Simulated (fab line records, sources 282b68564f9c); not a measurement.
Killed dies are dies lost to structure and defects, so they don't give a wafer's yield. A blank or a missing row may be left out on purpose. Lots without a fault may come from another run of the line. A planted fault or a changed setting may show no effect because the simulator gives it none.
fab line records | flow rit_cmos
record lots=6 wafers=18 last_day=7
route steps=202 shown SDANNEAL@153 PSD@157 NSD@158 PLDD@159 NLDD@160 SILICIDE@161 CONTACT@168 M1@184
lots that met no fault: from a run of the same line without faults
start_h: hours from the record's first day to the start of the lot's first wafer shown | wait_h: hours since the lot's step before | " the same as in the row above | L1.1+2: a row that stands for several wafers | - no value, or no start given | * or withheld: withheld | < > ~ a bound
route shown NAME@n: a module of which the file shows steps, and the number in the route of the first | usual: mean/standard deviation of fault-free wafers | same: alike in all rows | chamber/n: place in a boat | sites: the reading at each site | _std_site: their standard deviation | _edge_site: outer sites' mean less inner sites' | radius_mm: how far each site lies from the wafer's centre | mask NAME#n: copy n | behind: the tool/chamber that last shaped the wafer | hold: why the lot was held/for how many hours/how that ended | device: the transistor (n, p or np) that didn't switch | end of line: the same wafers' tests at the end of the route | a step without rows: its recipe alone | killed: dies lost to structure and defects at the first sort, not the wafer's yield | map: a wafer's dies, x killed, . not, _ none there
set.NAME: the setting as run; set.NAME@STEP: as run at that earlier step | model.NAME: the simulator's own value behind a step, which no gauge read
lots at some steps of the route; a table a step, a row a wafer
services: from which hour (start_h, from the record's first day; less than 0 if before it) a tool's chamber was out of use, for how many hours, and why
## steps
# step RIT_SDANNEAL_CLEAN_00
# recipe chemistry=SC1 mix=3:3:50 time_s=600 temp_c=75
# step RIT_SDANNEAL_CLEAN_01
# recipe chemistry=dHF dilution=50:1 time_s=30
# step RIT_SDANNEAL_CLEAN_02
# recipe chemistry=SC2 mix=3:3:50 time_s=600 temp_c=75 dry=n2_spin
# step RIT_SDANNEAL_RTA_03
# recipe temp_c=1050 time_s=5 idle_temp_c=600 ramp_up_c_per_s=342 ramp_down_c_per_s=171 cool_to_c=600 ambient=N2
# step RIT_SDANNEAL_RS_MEAS_04
# recipe thk_meas_gauge=four-point-probe
# usual PSD_RS=115.98/0.27
# columns lot.wafer tool chamber start_h wait_h PSD_RS[ohm/sq]
L423.3 film_metro-02 - 59.34 0.1 115.96
L423.4 " - " " 115.71
L423.6 " - " " 115.83
L426.1 film_metro-04 - 75.31 0.0 116.06
L426.5 " - " " 116.01
L426.6 " - " " 116.04
L428.1 film_metro-02 - 88.19 0.0 115.69
L428.2 " - " " 115.75
L428.4 " - " " 115.84
L430.1 film_metro-03 - 97.91 0.0 116.17
L430.2 " - " " 115.85
L430.6 " - " " 115.62
L439.2 film_metro-03 - 142.29 0.1 116.00
L439.3 " - " " 115.96
L439.4 " - " " 116.03
L444.1 film_metro-04 - 170.82 0.0 116.06
L444.3 " - " " 115.73
L444.4 " - " " 115.88
# step RIT_SDANNEAL_RS_MEAS_05
# recipe thk_meas_gauge=four-point-probe
# usual NSD_RS=84.66/0.27
# columns lot.wafer tool chamber start_h wait_h NSD_RS[ohm/sq]
L423.3 film_metro-02 - 59.46 0.1 84.23
L423.4 " - " " 84.13
L423.6 " - " " 84.51
L426.1 film_metro-04 - 75.43 0.1 84.51
L426.5 " - " " 84.59
L426.6 " - " " 84.47
L428.1 film_metro-02 - 88.31 0.1 84.39
L428.2 " - " " 84.72
L428.4 " - " " 84.49
L430.1 film_metro-03 - 98.03 0.1 85.03
L430.2 " - " " 84.90
L430.6 " - " " 85.02
L439.2 film_metro-03 - 142.41 0.1 84.62
L439.3 " - " " 84.44
L439.4 " - " " 84.46
L444.1 film_metro-04 - 170.94 0.1 85.29
L444.3 " - " " 85.18
L444.4 " - " " 85.29
# step RIT_SDANNEAL_RS_MEAS_06
# recipe thk_meas_gauge=four-point-probe
# usual PLDD_RS=178.8/0.44
# columns lot.wafer tool chamber start_h wait_h PLDD_RS[ohm/sq]
L423.3 film_metro-02 - 59.58 0.1 179.0
L423.4 " - " " 178.5
L423.6 " - " " 178.6
L426.1 film_metro-04 - 75.55 0.1 179.0
L426.5 " - " " 179.2
L426.6 " - " " 179.3
L428.1 film_metro-02 - 88.43 0.1 178.4
L428.2 " - " " 178.5
L428.4 " - " " 178.5
L430.1 film_metro-03 - 98.15 0.1 178.6
L430.2 " - " " 178.5
L430.6 " - " " 178.5
L439.2 film_metro-03 - 142.53 0.1 178.8
L439.3 " - " " 178.7
L439.4 " - " " 178.6
L444.1 film_metro-04 - 171.06 0.1 178.1
L444.3 " - " " 178.8
L444.4 " - " " 178.6
# step RIT_SDANNEAL_RS_MEAS_07
# recipe thk_meas_gauge=four-point-probe
# usual NLDD_RS=151.9/0.6
# columns lot.wafer tool chamber start_h wait_h NLDD_RS[ohm/sq]
L423.3 film_metro-02 - 59.70 0.1 151.8
L423.4 " - " " 152.2
L423.6 " - " " 151.9
L426.1 film_metro-04 - 75.67 0.1 152.3
L426.5 " - " " 151.5
L426.6 " - " " 151.5
L428.1 film_metro-02 - 88.55 0.1 151.8
L428.2 " - " " 151.5
L428.4 " - " " 152.0
L430.1 film_metro-03 - 98.27 0.1 152.7
L430.2 " - " " 152.2
L430.6 " - " " 152.0
L439.2 film_metro-03 - 142.65 0.1 151.5
L439.3 " - " " 151.5
L439.4 " - " " 152.0
L444.1 film_metro-04 - 171.18 0.1 153.3
L444.3 " - " " 152.4
L444.4 " - " " 152.4
# step RIT_SILICIDE_WET_ETCH_00
# recipe chemistry=BOE target=SiO2 target_depth_nm=14 time_s=15 dry=n2_spin dilution=10:1 temp_c=21.5
# step RIT_SILICIDE_SPUTTER_01
# recipe material=Ti target_thk_nm=30 power_w=350 chamber_pressure_pa=0.667 gas=Ar time_s=240 substrate_temp_c=25
# usual throttle_valve_pct=30.0/0.94
# columns lot.wafer tool chamber start_h wait_h throttle_valve_pct
L423.3 pvd_sputter-02 - 59.80 0.0 31.5
L423.4 " - " " 30.2
L423.6 " - " " 30.0
L426.1 pvd_sputter-04 - 75.80 0.0 30.9
L426.5 " - " " 30.4
L426.6 " - " " 31.1
L428.1 pvd_sputter-04 - 88.69 0.0 30.3
L428.2 " - " " 29.2
L428.4 " - " " 31.2
L430.1 pvd_sputter-04 - 98.41 0.0 29.1
L430.2 " - " " 31.1
L430.6 " - " " 31.4
L439.2 pvd_sputter-02 - 142.76 0.0 31.4
L439.3 " - " " 28.8
L439.4 " - " " 30.2
L444.1 pvd_sputter-04 - 171.31 0.0 30.5
L444.3 " - " " 29.0
L444.4 " - " " 31.1
# step RIT_SILICIDE_RS_MEAS_02
# recipe thk_meas_gauge=four-point-probe reads=Ti_of_SILICIDE_SPUTTER_01
# usual SILICIDE_TI_RS=48.0/0.64
# columns lot.wafer tool chamber start_h wait_h SILICIDE_TI_RS[ohm/sq]
L423.3 film_metro-01 - 59.99 0.1 46.6
L423.4 " - " " 47.3
L423.6 " - " " 47.2
L426.1 film_metro-02 - 75.95 0.1 48.0
L426.5 " - " " 47.7
L426.6 " - " " 47.4
L428.1 film_metro-01 - 88.84 0.1 48.1
L428.2 " - " " 48.2
L428.4 " - " " 48.5
L430.1 film_metro-02 - 98.56 0.1 48.2
L430.2 " - " " 47.9
L430.6 " - " " 48.6
L439.2 film_metro-02 - 142.93 0.1 47.4
L439.3 " - " " 48.1
L439.4 " - " " 48.1
L444.1 film_metro-02 - 171.46 0.1 48.4
L444.3 " - " " 48.7
L444.4 " - " " 48.8
# step RIT_SILICIDE_THK_MEAS_03
# recipe thk_meas_gauge=xrf reads=Ti_of_SILICIDE_SPUTTER_01
# usual SILICIDE_TI_THK=29.8/0.34
# columns lot.wafer tool chamber start_h wait_h SILICIDE_TI_THK[nm]
L423.3 film_metro-01 - 60.09 0.1 30.7
L423.4 " - " " 30.3
L423.6 " - " " 30.3
L426.1 film_metro-02 - 76.07 0.1 29.8
L426.5 " - " " 30.0
L426.6 " - " " 30.2
L428.1 film_metro-01 - 88.96 0.1 29.8
L428.2 " - " " 29.8
L428.4 " - " " 29.7
L430.1 film_metro-02 - 98.68 0.1 29.7
L430.2 " - " " 29.7
L430.6 " - " " 29.3
L439.2 film_metro-02 - 143.04 0.1 30.1
L439.3 " - " " 29.9
L439.4 " - " " 29.9
L444.1 film_metro-02 - 171.58 0.1 29.7
L444.3 " - " " 29.5
L444.4 " - " " 29.5
# step RIT_SILICIDE_RTA_04
# recipe temp_c=650 time_s=10 idle_temp_c=25 ramp_up_s=5 ramp_down_s=5 cool_to_c=25 ambient=N2
# usual wafer_temp_C_max=653.3/0.63
# columns lot.wafer tool chamber start_h wait_h wafer_temp_C_max
L423.3 rtp_anneal-02 0 60.15 0.1 652.8
L423.4 " 0 " " 654.2
L423.6 " 0 " " 653.9
L426.1 rtp_anneal-01 0 76.13 0.1 653.5
L426.5 " 0 " " 653.0
L426.6 " 0 " " 654.3
L428.1 rtp_anneal-01 0 89.02 0.1 653.0
L428.2 " 0 " " 652.7
L428.4 " 0 " " 653.2
L430.1 rtp_anneal-01 0 98.74 0.1 654.6
L430.2 " 0 " " 653.4
L430.6 " 0 " " 654.2
L439.2 rtp_anneal-02 0 143.10 0.1 653.2
L439.3 " 0 " " 653.7
L439.4 " 0 " " 652.8
L444.1 rtp_anneal-01 0 171.64 0.1 653.0
L444.3 " 0 " " 653.1
L444.4 " 0 " " 653.0
# step RIT_SILICIDE_WET_ETCH_05
# recipe chemistry=SPM target=Ti temp_c=90 time_s=120 dry=n2_spin
# step RIT_SILICIDE_RTA_06
# recipe temp_c=750 time_s=10 idle_temp_c=25 ramp_up_s=5 ramp_down_s=10 cool_to_c=25 ambient=N2
# step RIT_CONTACT_CVD_00
# recipe material=SiO2 target_thk_nm=400 precursor=TEOS temp_c=390 time_s=61 rf_w=400
# usual heater_power_w=291/46
# columns lot.wafer tool chamber start_h wait_h heater_power_w
L423.3 pecvd-02 1 60.30 0.0 225
L423.4 " 1 " " 232
L423.6 " 2 " " 323
L426.1 pecvd-02 1 76.31 0.1 241
L426.5 " 0 " " 244
L426.6 " 2 " " 234
L428.1 pecvd-03 1 89.19 0.1 328
L428.2 " 2 " " 299
L428.4 " 2 " " 311
L430.1 pecvd-03 0 98.91 0.1 333
L430.2 " 2 " " 272
L430.6 " 1 " " 294
L439.2 pecvd-04 1 143.27 0.0 304
L439.3 " 2 " " 332
L439.4 " 1 " " 221
L444.1 pecvd-03 1 171.82 0.1 375
L444.3 " 0 " " 319
L444.4 " 2 " " 351
# step RIT_CONTACT_THK_MEAS_01
# recipe reads=SiO2_of_CONTACT_CVD_00
# usual CONTACT_TEOS_THK=399/4.2
# columns lot.wafer tool chamber start_h wait_h CONTACT_TEOS_THK[nm]
L423.3 film_metro-02 - 60.37 0.0 397
L423.4 " - " " 400
L423.6 " - " " 401
L426.1 film_metro-01 - 76.36 0.0 396
L426.5 " - " " 404
L426.6 " - " " 399
L428.1 film_metro-04 - 89.24 0.0 395
L428.2 " - " " 394
L428.4 " - " " 397
L430.1 film_metro-01 - 98.96 0.0 396
L430.2 " - " " 389
L430.6 " - " " 404
L439.2 film_metro-04 - 143.33 0.0 393
L439.3 " - " " 392
L439.4 " - " " 400
L444.1 film_metro-04 - 171.87 0.0 396
L444.3 " - " " 394
L444.4 " - " " 400
# step RIT_CONTACT_HMDS_02
# recipe prime_time_s=60 prime_temp_c=140
# step RIT_CONTACT_COAT_03
# recipe resist=NOVOLAK spin_rpm=3250 resist_thk_nm=1000
# step RIT_CONTACT_SOFTBAKE_04
# recipe resist=NOVOLAK temp_c=90 time_s=60
# step RIT_CONTACT_EXPOSE_05
# recipe mask_id=M11 na=0.6 source_shape=conventional sigma_outer=0.5 target_cd_nm=1000 dose_mj=250
# step RIT_CONTACT_PEB_06
# recipe resist=NOVOLAK temp_c=withheld time_s=withheld
# step RIT_CONTACT_DEVELOP_07
# recipe resist=NOVOLAK develop_time_s=120 dev_temp_c=23
# step RIT_CONTACT_CD_MEAS_08
# recipe target_cd_nm=1000
# usual cd_nm=1000.1/1.9
# columns lot.wafer tool chamber start_h wait_h cd_nm
L423.3 cd_sem-02 - 61.42 - 997.1
L423.4 " - " " 1000.5
L423.6 " - " " 1000.4
L426.1 cd_sem-02 - 77.39 - 1005.9
L426.5 " - " " 1005.7
L426.6 " - " " 1003.5
L428.1 cd_sem-02 - 90.39 - 998.8
L428.2 " - " " 998.1
L428.4 " - " " 1001.1
L430.1 cd_sem-02 - 100.11 - 998.0
L430.2 " - " " 999.7
L430.6 " - " " 997.4
L439.2 cd_sem-02 - 144.49 - 1002.6
L439.3 " - " " 1000.4
L439.4 " - " " 1001.0
L444.1 cd_sem-02 - 172.90 - 1000.7
L444.3 " - " " 999.8
L444.4 " - " " 999.6
# step RIT_CONTACT_OVL_MEAS_09
# usual CONTACT_OVL=-0.5/1.5
# columns lot.wafer tool chamber start_h wait_h CONTACT_OVL[nm]
L423.3 overlay-01 - 61.51 0.1 0.7
L423.4 " - " " 2.7
L423.6 " - " " 1.2
L426.1 overlay-01 - 77.51 0.1 0.2
L426.5 " - " " 0.8
L426.6 " - " " 2.1
L428.1 overlay-01 - 90.51 0.1 -0.5
L428.2 " - " " -2.3
L428.4 " - " " -1.0
L430.1 overlay-01 - 100.23 0.1 1.8
L430.2 " - " " 2.0
L430.6 " - " " 1.2
L439.2 overlay-01 - 144.60 0.1 0.4
L439.3 " - " " 0.4
L439.4 " - " " -1.8
L444.1 overlay-01 - 173.02 0.1 -0.6
L444.3 " - " " -1.7
L444.4 " - " " 0.6
# step RIT_CONTACT_HARDBAKE_10
# recipe resist=NOVOLAK temp_c=140 time_s=60
# step RIT_CONTACT_ETCH_11
# recipe target_depth_a=4800 over_etch_frac=0.2 stop_on=TiSi2 chemistry=CHF3/CF4/Ar target=SiO2 CHF3_flow_sccm=50 cf4_flow_sccm=10 Ar_flow_sccm=100 O2_flow_sccm=5 pressure_mtorr=100 rf_w=200 time_s=320
# usual drypump_motor_current_A=5.8/0.49 oes_product_au=0.989/0.015 throttle_valve_pct=8.84/0.12
# same over_etch_frac=0.2
# columns lot.wafer tool chamber start_h wait_h drypump_motor_current_A oes_product_au rf_hours_counter_h throttle_valve_pct
L423.3 rie_diel-04 2 61.68 0.1 5.3 0.962 86 8.77
L423.4 " 1 " " 5.0 0.990 - 8.74
L423.6 " 3 " " 5.6 1.013 - 9.02
L426.1 rie_diel-04 3 77.70 0.1 5.6 1.017 52 9.03
L426.5 " 2 " " 5.3 0.970 - 8.77
L426.6 " 3 " " 5.6 1.015 - 9.02
L428.1 rie_diel-02 3 90.70 0.1 5.9 1.001 71 8.84
L428.2 " 0 " " 6.5 0.992 61 8.89
L428.4 " 1 " " 6.8 1.006 0 9.07
L430.1 rie_diel-03 2 100.42 0.1 5.8 0.973 7 8.80
L430.2 " 1 " " 6.2 0.999 1 9.02
L430.6 " 1 " " 6.2 0.992 - 9.03
L439.2 rie_diel-04 2 144.78 0.1 5.3 0.961 88 8.78
L439.3 " 3 " " 5.6 1.015 54 9.01
L439.4 " 0 " " 6.5 0.983 134 8.70
L444.1 rie_diel-04 2 173.20 0.1 5.3 0.972 89 8.79
L444.3 " 0 " " 6.5 0.981 134 8.71
L444.4 " 3 " " 5.6 1.011 55 9.02
# step RIT_CONTACT_STRIP_12
# recipe chemistry=O2 time_s=180 resist=NOVOLAK platen_temp_c=withheld power_w=500 pressure_mtorr=4000 o2_flow_sccm=4000
# usual drypump_motor_current_A=5.8/0.5 o2_flow_sccm=4000/13
# columns lot.wafer tool chamber start_h wait_h drypump_motor_current_A o2_flow_sccm rf_hours_counter_h
L423.3 plasma_asher-01 0 61.94 0.2 5.3 3984 -
L423.4 " 1 " " 6.3 4005 -
L423.6 " 1 " " 6.3 4002 -
L426.1 plasma_asher-02 0 77.89 0.1 5.5 3978 41
L426.5 " 1 " " 5.7 4011 -
L426.6 " 0 " " 5.4 4006 -
L428.1 plasma_asher-01 1 90.89 0.1 6.3 4004 44
L428.2 " 0 " " 5.3 4006 44
L428.4 " 0 " " 5.3 4027 -
L430.1 plasma_asher-01 0 100.61 0.1 5.3 4022 45
L430.2 " 1 " " 6.3 3980 45
L430.6 " 1 " " 6.3 3989 -
L439.2 plasma_asher-03 1 144.97 0.1 5.4 4002 52
L439.3 " 1 " " 5.4 3989 -
L439.4 " 0 " " 6.7 4026 -
L444.1 plasma_asher-02 1 173.40 0.1 5.7 4004 6
L444.3 " 0 " " 5.5 4012 -
L444.4 " 1 " " 5.7 4005 -
# step RIT_CONTACT_CD_MEAS_90
# recipe target_cd_nm=1000
# usual cd_nm=1000.1/1.9
# columns lot.wafer tool chamber start_h wait_h cd_nm
L423.3 cd_sem-01 - 62.09 0.1 997.0
L423.4 " - " " 999.9
L423.6 " - " " 1000.0
L426.1 cd_sem-01 - 78.07 0.1 1005.7
L426.5 " - " " 1005.3
L426.6 " - " " 1003.6
L428.1 cd_sem-01 - 91.07 0.1 998.9
L428.2 " - " " 997.9
L428.4 " - " " 1001.1
L430.1 cd_sem-01 - 100.79 0.1 997.6
L430.2 " - " " 999.7
L430.6 " - " " 996.9
L439.2 cd_sem-01 - 145.17 0.1 1002.3
L439.3 " - " " 1000.7
L439.4 " - " " 1001.4
L444.1 cd_sem-01 - 173.57 0.1 1000.9
L444.3 " - " " 999.8
L444.4 " - " " 1000.3
# step RIT_CONTACT_CLEAN_13
# recipe chemistry=SC1 mix=3:3:50 time_s=600 temp_c=75
# step RIT_CONTACT_CLEAN_14
# recipe chemistry=SC2 mix=3:3:50 time_s=600 temp_c=75 dry=n2_spin
# step RIT_M1_SPUTTER_00
# recipe material=Al target_thk_nm=400 power_w=2000 chamber_pressure_pa=0.4 gas=Ar time_s=500 substrate_temp_c=25
# usual throttle_valve_pct=29.5/0.85
# columns lot.wafer tool chamber start_h wait_h throttle_valve_pct
L423.3 pvd_sputter-01 - 62.54 0.0 28.8
L423.4 " - " " 31.1
L423.6 " - " " 28.9
L426.1 pvd_sputter-03 - 78.54 0.0 29.8
L426.5 " - " " 29.3
L426.6 " - " " 29.1
L428.1 pvd_sputter-03 - 91.55 0.0 30.2
L428.2 " - " " 28.9
L428.4 " - " " 29.2
L430.1 pvd_sputter-03 - 101.27 0.0 28.8
L430.2 " - " " 30.0
L430.6 " - " " 28.8
L439.2 pvd_sputter-01 - 145.65 0.0 30.3
L439.3 " - " " 31.2
L439.4 " - " " 29.3
L444.1 pvd_sputter-01 - 174.04 0.0 31.4
L444.3 " - " " 29.4
L444.4 " - " " 30.4
# step RIT_M1_RS_MEAS_01
# recipe thk_meas_gauge=four-point-probe reads=Al_of_M1_SPUTTER_00
# usual M1_AL_RS=0.0735/0.00072
# columns lot.wafer tool chamber start_h wait_h M1_AL_RS[ohm/sq]
L423.3 film_metro-04 - 62.87 0.2 0.0736
L423.4 " - " " 0.0733
L423.6 " - " " 0.0733
L426.1 film_metro-02 - 78.83 0.1 0.0736
L426.5 " - " " 0.0726
L426.6 " - " " 0.0728
L428.1 film_metro-04 - 91.85 0.1 0.0736
L428.2 " - " " 0.0731
L428.4 " - " " 0.0725
L430.1 film_metro-03 - 101.57 0.1 0.0740
L430.2 " - " " 0.0745
L430.6 " - " " 0.0741
L439.2 film_metro-02 - 145.97 0.2 0.0745
L439.3 " - " " 0.0752
L439.4 " - " " 0.0747
L444.1 film_metro-03 - 174.34 0.1 0.0747
L444.3 " - " " 0.0742
L444.4 " - " " 0.0739
# step RIT_M1_THK_MEAS_02
# recipe thk_meas_gauge=xrf reads=Al_of_M1_SPUTTER_00
# usual M1_AL_THK=399/4.4
# columns lot.wafer tool chamber start_h wait_h M1_AL_THK[nm]
L423.3 film_metro-04 - 62.97 0.1 397
L423.4 " - " " 401
L423.6 " - " " 400
L426.1 film_metro-02 - 78.95 0.1 399
L426.5 " - " " 403
L426.6 " - " " 402
L428.1 film_metro-04 - 91.97 0.1 396
L428.2 " - " " 399
L428.4 " - " " 402
L430.1 film_metro-03 - 101.69 0.1 397
L430.2 " - " " 393
L430.6 " - " " 394
L439.2 film_metro-02 - 146.08 0.1 393
L439.3 " - " " 387
L439.4 " - " " 390
L444.1 film_metro-03 - 174.46 0.1 393
L444.3 " - " " 396
L444.4 " - " " 400
# step RIT_M1_HMDS_03
# recipe prime_time_s=60 prime_temp_c=140
# step RIT_M1_COAT_04
# recipe resist=NOVOLAK spin_rpm=2000 resist_thk_nm=1300
# step RIT_M1_SOFTBAKE_05
# recipe resist=NOVOLAK temp_c=90 time_s=60
# step RIT_M1_EXPOSE_06
# recipe mask_id=M12 na=0.6 source_shape=conventional sigma_outer=0.5 target_cd_nm=2600 dose_mj=250
# step RIT_M1_PEB_07
# recipe resist=NOVOLAK temp_c=withheld time_s=withheld
# step RIT_M1_DEVELOP_08
# recipe resist=NOVOLAK develop_time_s=68 dev_temp_c=23
# step RIT_M1_CD_MEAS_09
# recipe target_cd_nm=2600
# usual cd_nm=2599.7/2.5
# columns lot.wafer tool chamber start_h wait_h cd_nm
L423.3 cd_sem-02 - 63.93 - 2598.9
L423.4 " - " " 2596.0
L423.6 " - " " 2599.9
L426.1 cd_sem-02 - 80.08 - 2602.7
L426.5 " - " " 2602.3
L426.6 " - " " 2604.9
L428.1 cd_sem-02 - 92.91 - 2598.7
L428.2 " - " " 2600.4
L428.4 " - " " 2597.5
L430.1 cd_sem-02 - 102.63 - 2602.3
L430.2 " - " " 2604.1
L430.6 " - " " 2604.6
L439.2 cd_sem-02 - 147.20 - 2600.3
L439.3 " - " " 2601.9
L439.4 " - " " 2601.5
L444.1 cd_sem-01 - 175.68 - 2600.0
L444.3 " - " " 2597.1
L444.4 " - " " 2599.9
# step RIT_M1_OVL_MEAS_10
# usual M1_OVL=0.0/1.2
# columns lot.wafer tool chamber start_h wait_h M1_OVL[nm]
L423.3 overlay-01 - 64.03 0.1 -3.6
L423.4 " - " " -2.2
L423.6 " - " " -3.0
L426.1 overlay-01 - 80.20 0.1 -2.2
L426.5 " - " " -1.2
L426.6 " - " " -1.4
L428.1 overlay-01 - 93.03 0.1 1.1
L428.2 " - " " 0.6
L428.4 " - " " 0.5
L430.1 overlay-02 - 102.75 0.1 0.2
L430.2 " - " " -0.1
L430.6 " - " " -0.1
L439.2 overlay-01 - 147.31 0.1 1.7
L439.3 " - " " 0.2
L439.4 " - " " 1.4
L444.1 overlay-01 - 175.80 0.1 -0.9
L444.3 " - " " -1.1
L444.4 " - " " 1.0
# step RIT_M1_PROBE_99
# usual killed_at_contacts=0.1/0.24 killed_at_front_end=7/3.1 killed_dies=7/3.1 killed_open=3.3/2 killed_short=3.4/2.1
# same gross_dies=264 killed_at_M0_to_M3=0 killed_at_M4_up=0 killed_at_back_side=0 killed_at_other=0
# columns lot.wafer tool chamber start_h wait_h killed_at_contacts killed_at_front_end killed_dies killed_open killed_short model.etest.npoly_line.rs_ohm_sq model.etest.ppoly_line.rs_ohm_sq model.etest.npoly_sal.rs_ohm_sq model.etest.ppoly_sal.rs_ohm_sq model.etest.pplus_sal.rs_ohm_sq model.etest.nplus_sal.rs_ohm_sq model.etest.nplus_sal.line_ohm_um
L423.3 prober-01 - 67.57 0.2 0 13 13 5 8 16.69 16.12 4.274 4.221 4.199 4.237 1.233
L423.4 prober-01 - 67.62 0.2 0 9 9 2 7 16.99 16.42 4.282 4.271 4.245 4.277 1.245
L423.6 prober-01 - 67.72 0.2 0 8 8 2 6 16.9 16.47 4.281 4.258 4.275 4.24 1.237
L426.1 prober-02 - 82.76 0.1 0 10 10 4 6 17.08 16.54 4.38 4.328 4.369 4.344 1.269
L426.5 prober-02 - 82.96 0.2 0 7 7 4 3 17.12 16.54 4.344 4.329 4.333 4.279 1.248
L426.6 prober-02 - 83.01 0.2 0 14 14 8 6 16.95 16.4 4.358 4.284 4.278 4.297 1.251
L428.1 prober-02 - 95.57 0.1 0 6 6 3 3 17.3 16.97 4.466 4.435 4.426 4.401 1.267
L428.2 prober-02 - 95.62 0.1 0 10 10 6 4 17.22 16.62 4.409 4.437 4.376 4.395 1.275
L428.4 prober-02 - 95.72 0.2 0 8 8 2 6 17.23 16.86 4.487 4.498 4.467 4.443 1.29
L430.1 prober-01 - 105.47 0.1 0 10 10 6 4 17.37 16.86 4.521 4.481 4.475 4.461 1.304
L430.2 prober-01 - 105.52 0.1 0 10 10 5 5 17.31 16.6 4.446 4.43 4.431 4.396 1.271
L430.6 prober-01 - 105.72 0.2 1 8 9 4 5 17.48 16.97 4.568 4.496 4.514 4.498 1.317
L439.2 prober-02 - 149.92 0.1 0 5 5 5 0 17.04 16.46 4.322 4.311 4.327 4.302 1.24
L439.3 prober-02 - 149.97 0.2 0 4 4 3 1 17.04 16.67 4.365 4.33 4.375 4.329 1.254
L439.4 prober-02 - 150.02 0.2 0 6 6 5 1 16.92 16.42 4.366 4.351 4.345 4.322 1.25
L444.1 prober-01 - 178.67 0.1 0 10 10 1 9 17.12 16.61 4.395 4.408 4.367 4.362 1.275
L444.3 prober-01 - 178.77 0.2 0 7 7 2 5 17.11 16.65 4.413 4.377 4.367 4.381 1.26
L444.4 prober-01 - 178.82 0.2 0 11 11 6 5 17.23 16.7 4.442 4.41 4.398 4.397 1.266
# killed by level:class
L423.3 GATE:geometric_particle:open=5 GATE:geometric_particle:short=4 SPACER:geometric_particle:short=2 FOX1:geometric_particle:short=1 REOX:geometric_particle:short=1
L423.4 REOX:geometric_particle:short=5 FOX1:geometric_particle:short=1 FOX2:geometric_particle:open=1 GATE:geometric_particle:short=1 GATE:geometric_particle:open=1
L423.6 GATE:geometric_particle:short=4 FOX1:geometric_particle:short=2 SPACER:geometric_particle:open=1 SILICIDE:geometric_particle:open=1
L426.1 FOX2:geometric_particle:short=3 FOX1:geometric_particle:open=1 FOX2:geometric_particle:open=1 GATE:geometric_particle:short=1 REOX:geometric_particle:open=1 SPACER:geometric_particle:short=1 SPACER:geometric_particle:open=1 SILICIDE:geometric_particle:short=1
L426.5 FOX1:geometric_particle:short=2 REOX:geometric_particle:open=2 FOX1:geometric_particle:open=1 GATE:geometric_particle:short=1 SPACER:geometric_particle:open=1
L426.6 FOX1:geometric_particle:short=2 GATE:geometric_particle:open=2 SPACER:geometric_particle:open=2 SILICIDE:geometric_particle:open=2 FOX1:geometric_particle:open=1 FOX2:geometric_particle:short=1 FOX2:geometric_particle:open=1 GATE:geometric_particle:short=1
L428.1 SILICIDE:geometric_particle:short=2 FOX2:geometric_particle:short=1 GATE:geometric_particle:open=1 REOX:geometric_particle:open=1 SILICIDE:geometric_particle:open=1
L428.2 SILICIDE:geometric_particle:open=3 FOX1:geometric_particle:open=2 SPACER:geometric_particle:short=2 FOX1:geometric_particle:short=1 GATE:geometric_particle:short=1 REOX:geometric_particle:open=1
L428.4 GATE:geometric_particle:short=4 FOX2:geometric_particle:open=1 REOX:geometric_particle:short=1 REOX:geometric_particle:open=1 SPACER:geometric_particle:short=1
L430.1 GATE:geometric_particle:open=3 SILICIDE:geometric_particle:open=3 FOX1:geometric_particle:short=2 GATE:geometric_particle:short=1 SILICIDE:geometric_particle:short=1
L430.2 GATE:geometric_particle:open=2 REOX:geometric_particle:short=2 FOX1:geometric_particle:open=1 FOX1:geometric_particle:short=1 FOX2:geometric_particle:open=1 GATE:geometric_particle:short=1 REOX:geometric_particle:open=1 SILICIDE:geometric_particle:short=1
L430.6 GATE:geometric_particle:short=3 GATE:geometric_particle:open=2 FOX1:geometric_particle:open=1 SILICIDE:geometric_particle:open=1 SILICIDE:geometric_particle:short=1 CONTACT:geometric_particle:short=1
L439.2 GATE:geometric_particle:open=3 FOX2:geometric_particle:open=1 SILICIDE:geometric_particle:open=1
L439.3 FOX1:geometric_particle:open=2 REOX:geometric_particle:short=1 SPACER:geometric_particle:open=1
L439.4 FOX1:geometric_particle:open=2 GATE:geometric_particle:open=1 REOX:geometric_particle:open=1 SILICIDE:geometric_particle:open=1 SILICIDE:geometric_particle:short=1
L444.1 FOX1:geometric_particle:short=5 GATE:geometric_particle:short=2 SPACER:geometric_particle:short=2 GATE:geometric_particle:open=1
L444.3 FOX1:geometric_particle:open=2 GATE:geometric_particle:short=2 FOX1:geometric_particle:short=1 REOX:geometric_particle:short=1 SPACER:geometric_particle:short=1
L444.4 GATE:geometric_particle:open=4 FOX1:geometric_particle:short=1 FOX2:geometric_particle:short=1 GATE:geometric_particle:short=1 REOX:geometric_particle:short=1 SPACER:geometric_particle:open=1 SILICIDE:geometric_particle:open=1 SILICIDE:geometric_particle:short=1
## services
# columns tool chamber start_h hours kind
rie_diel-04 - 42.71 0.9 repair
rie_diel-04 0 56.91 12.7 repair
pecvd-04 - 57.33 1.1 repair
pecvd-03 2 67.45 14.0 repair
rie_diel-03 - 67.91 0.5 repair
rie_diel-04 0 70.42 10.5 repair
pecvd-03 - 79.46 1.1 repair
pvd_sputter-04 - 81.90 1.2 repair
pecvd-03 1 82.19 6.5 repair
pvd_sputter-04 - 92.86 1.8 repair
pecvd-04 - 98.63 1.9 repair
pecvd-02 - 100.54 14.6 pm
rie_diel-02 - 106.17 14.6 pm
plasma_asher-02 - 108.75 9.0 pm
plasma_asher-02 0 108.75 9.0 vent_cycle
plasma_asher-03 - 117.44 8.2 repair
pvd_sputter-04 - 122.62 1.2 repair
rtp_anneal-02 - 131.24 2.6 pm
plasma_asher-02 - 144.55 1.7 repair
plasma_asher-01 - 145.50 6.2 pm
rie_diel-03 - 158.95 0.2 repair
pvd_sputter-01 - 171.14 2.7 repair
rtp_anneal-01 - 172.66 3.6 pm
pvd_sputter-03 - 173.89 3.6 repair
## key
first_sign none at tools or gauges
model_effect step=RIT_M1_PROBE_99 value=etest.npoly_line.rs_ohm_sq without=17.03 struck=17.32
met_at RIT_SILICIDE_RTA_04
struck_wafers L428.1,L428.2,L428.4,L430.1,L430.2,L430.6
tester_left_out L428,L430
onset_between 76.13 89.02
also_fits RIT_CONTACT_STRIP_12:plasma_asher-01,RIT_M1_SPUTTER_00:pvd_sputter-03
fault kind=process_parameter_drift tool=rtp_anneal-01 chamber=- onset_h=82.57 steps=RIT_SILICIDE_RTA_04 channel=time_s offset=* shape=step end_h=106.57 acts_in=* stated=*
# tester_left_out: of these lots the tester's yield and bins aren't shown, on N5 and GAA mostly nor the transistor test; their killed dies are dies lost to structure and defects alone, not to doping, threshold or leakage, so they don't give the yield
